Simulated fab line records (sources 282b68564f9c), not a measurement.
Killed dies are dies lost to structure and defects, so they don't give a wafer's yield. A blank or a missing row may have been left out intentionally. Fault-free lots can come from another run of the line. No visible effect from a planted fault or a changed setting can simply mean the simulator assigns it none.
Matching of chambers | flow rit cmos | RIT_GATE_ETCH_19 on rie si-01: 4 sister chambers
The step etches poly-Si in SF6/CHF3/O2, stops on SiO2, time 172.7 s, target depth 312.5 nm. 4 wafers are shown with their chamber, then 8 later ones without.

== EACH WAFER AND ITS CHAMBER ==
wafer  | chamber | drypump motor current A (A)
L885.6 | 3       | 5.6
L897.2 | 0       | 5.1
L897.4 | 1       | 6.9
L899.2 | 2       | 5.0

== WAFERS WITH NO CHAMBER GIVEN ==
wafer  | drypump motor current A (A)
L899.4 | 5.6
L899.6 | 6.8
L901.2 | 5.0
L901.4 | 5.6
L901.6 | 6.8
L903.1 | 5.1
L903.4 | 5.0
L903.5 | 6.8

== CHAMBER TAKEN BY EACH ==
wafer  | from the rows above     | in truth
L899.4 | 3                       | 3
L899.6 | 1                       | 1
L901.2 | can't be placed: 2 or 0 | 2
L901.4 | 3                       | 3
L901.6 | 1                       | 1
L903.1 | can't be placed: 0 or 2 | 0
L903.4 | can't be placed: 2 or 0 | 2
L903.5 | 1                       | 1
Placed correctly: 5 of 8. Unplaceable from these rows: 3, with the true chamber sitting among the candidates in 3. Wrongly placed: 0.
How it was worked out, from the rows above alone: a wafer's distance from a chamber is the root of the sum, over the readings, of the square of ((its reading less the chamber's mean) divided by the reading's scatter). If the next closest chamber is less than 2 further off than the closest, the wafer can't be placed; otherwise it belongs to the closest. The mean given for a chamber averages the wafers shown for that chamber. The scatter: root of mean squared gap, hidden wafer to nearest shown wafer, with one shown wafer a chamber.
